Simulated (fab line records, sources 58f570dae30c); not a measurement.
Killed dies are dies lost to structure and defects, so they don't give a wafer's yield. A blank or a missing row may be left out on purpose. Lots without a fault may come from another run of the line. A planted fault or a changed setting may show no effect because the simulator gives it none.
Which tool did it? | flow berkeley_cmos170 | 14 lots, 42 wafers sampled, at 2 steps of a route of 331

WHAT THE GAUGES READ, wafer by wafer
UCB170_M3_RS_MEAS_02: measures by four-point-probe. Usual: M3_AL_RS 0.0322 ohm/sq, standard deviation 0.00035.
lot  | measured     | on            | M3_AL_RS (ohm/sq)    | flag
L577 | day 7 09:53  | film_metro-01 | 0.0325 0.0323 0.0323 |
L578 | day 7 09:56  | film_metro-03 | 0.0320 0.0318 0.0321 |
L576 | day 7 10:26  | film_metro-01 | 0.0326 0.0329 0.0329 |
L579 | day 8 06:21  | film_metro-02 | 0.0330 0.0328 0.0333 |
L580 | day 8 06:37  | film_metro-01 | 0.0322 0.0325 0.0325 |
L582 | day 8 10:32  | film_metro-02 | 0.0321 0.0322 0.0322 |
L581 | day 8 10:45  | film_metro-01 | 0.0324 0.0325 0.0328 |
L584 | day 9 14:13  | film_metro-03 | 0.0323 0.0321 0.0320 |
L593 | day 10 14:37 | film_metro-01 | 0.0324 0.0324 0.0321 |
L589 | day 10 14:20 | film_metro-01 | 0.0318 0.0317 0.0318 |
L590 | day 10 14:55 | film_metro-03 | 0.0316 0.0319 0.0318 |
L594 | day 11 12:57 | film_metro-01 | 0.0321 0.0322 0.0320 |
L596 | day 11 13:01 | film_metro-03 | 0.0313 0.0319 0.0316 |
L597 | day 12 09:37 | film_metro-02 | 0.0325 0.0321 0.0324 |

WHICH TOOL RAN EACH LOT (tool, then ch and the chambers of the sampled wafers, then the start)
lot  | UCB170_M2_STRIP_07
L577 | plasma_asher-02 ch 0,1, day 7 03:52
L578 | plasma_asher-04 ch 0,1, day 7 03:53
L576 | plasma_asher-04 ch 0,1, day 7 04:15
L579 | plasma_asher-02 ch 0, day 8 01:02
L580 | plasma_asher-01 ch 0,1, day 8 01:13
L582 | plasma_asher-02 ch 0,1, day 8 05:55
L581 | plasma_asher-01 ch 0,1, day 8 06:05
L584 | plasma_asher-04 ch 0,1, day 9 08:59
L593 | plasma_asher-02 ch 1, day 10 08:48
L589 | plasma_asher-04 ch 0,1, day 10 09:15
L590 | plasma_asher-02 ch 0,1, day 10 09:29
L594 | plasma_asher-02 ch 0,1, day 11 08:10
L596 | plasma_asher-01 ch 0,1, day 11 08:26
L597 | plasma_asher-02 ch 0,1, day 12 04:07
- UCB170_M2_STRIP_07: strips in O2.

WHAT THE TOOLS THEMSELVES READ (means of the sampled wafers that have a number; where no wafer has one, the mark that the record gives instead)
UCB170_M2_STRIP_07. Usual: chamber_pressure_mTorr 3500 mTorr, standard deviation 3.3; drypump_motor_current_A 5.8 A, standard deviation 0.62; oes_product_au 0.735 a.u., standard deviation 0.0044; strip_time_to_endpoint_s 21.98 s, standard deviation 0.061.
lot  | tool            | chamber_pressure_mTorr (mTorr) | drypump_motor_current_A (A) | oes_product_au (a.u.) | strip_time_to_endpoint_s (s) | flag
L577 | plasma_asher-02 | 3498                           | 6.5                         | 0.740                 | 21.98                        |
L578 | plasma_asher-04 | 3500                           | 5.2                         | 0.736                 | 21.99                        |
L576 | plasma_asher-04 | 3501                           | 5.4                         | 0.728                 | 21.98                        |
L579 | plasma_asher-02 | 3497                           | 6.5                         | 0.734                 | 22.00                        |
L580 | plasma_asher-01 | 3499                           | 5.3                         | 0.734                 | 21.92                        |
L582 | plasma_asher-02 | 3502                           | 6.6                         | 0.734                 | 21.99                        |
L581 | plasma_asher-01 | 3498                           | 5.3                         | 0.739                 | 21.89                        |
L584 | plasma_asher-04 | 3497                           | 5.2                         | 0.735                 | 22.02                        |
L593 | plasma_asher-02 | 3504                           | 6.6                         | 0.737                 | 21.98                        |
L589 | plasma_asher-04 | 3499                           | 5.4                         | 0.730                 | 22.00                        |
L590 | plasma_asher-02 | 3501                           | 6.5                         | 0.730                 | 22.07                        |
L594 | plasma_asher-02 | 3500                           | 6.6                         | 0.733                 | 22.07                        |
L596 | plasma_asher-01 | 3502                           | 5.5                         | 0.738                 | 22.01                        |
L597 | plasma_asher-02 | 3496                           | 6.5                         | 0.735                 | 22.01                        |

THE ANSWER, worked out from the rows above alone
Rule: a lot is off if the mean of its wafers that have a number lies more than 3 standard deviations from the usual mean. A lot without any number at a reading at which 4 lots or more have one is off too. The other lots that the step has rows for count as sound. The gauges are gone through in route order, then the tools' own readings, and for those a lot's mean is taken as printed above. The first step at which some lot is off is used, and at that step the reading that is off furthest; a lot without a number counts as furthest.
No lot is off at any reading shown: from this, nothing can be told.

WHAT THE SIMULATOR HAD PUT IN
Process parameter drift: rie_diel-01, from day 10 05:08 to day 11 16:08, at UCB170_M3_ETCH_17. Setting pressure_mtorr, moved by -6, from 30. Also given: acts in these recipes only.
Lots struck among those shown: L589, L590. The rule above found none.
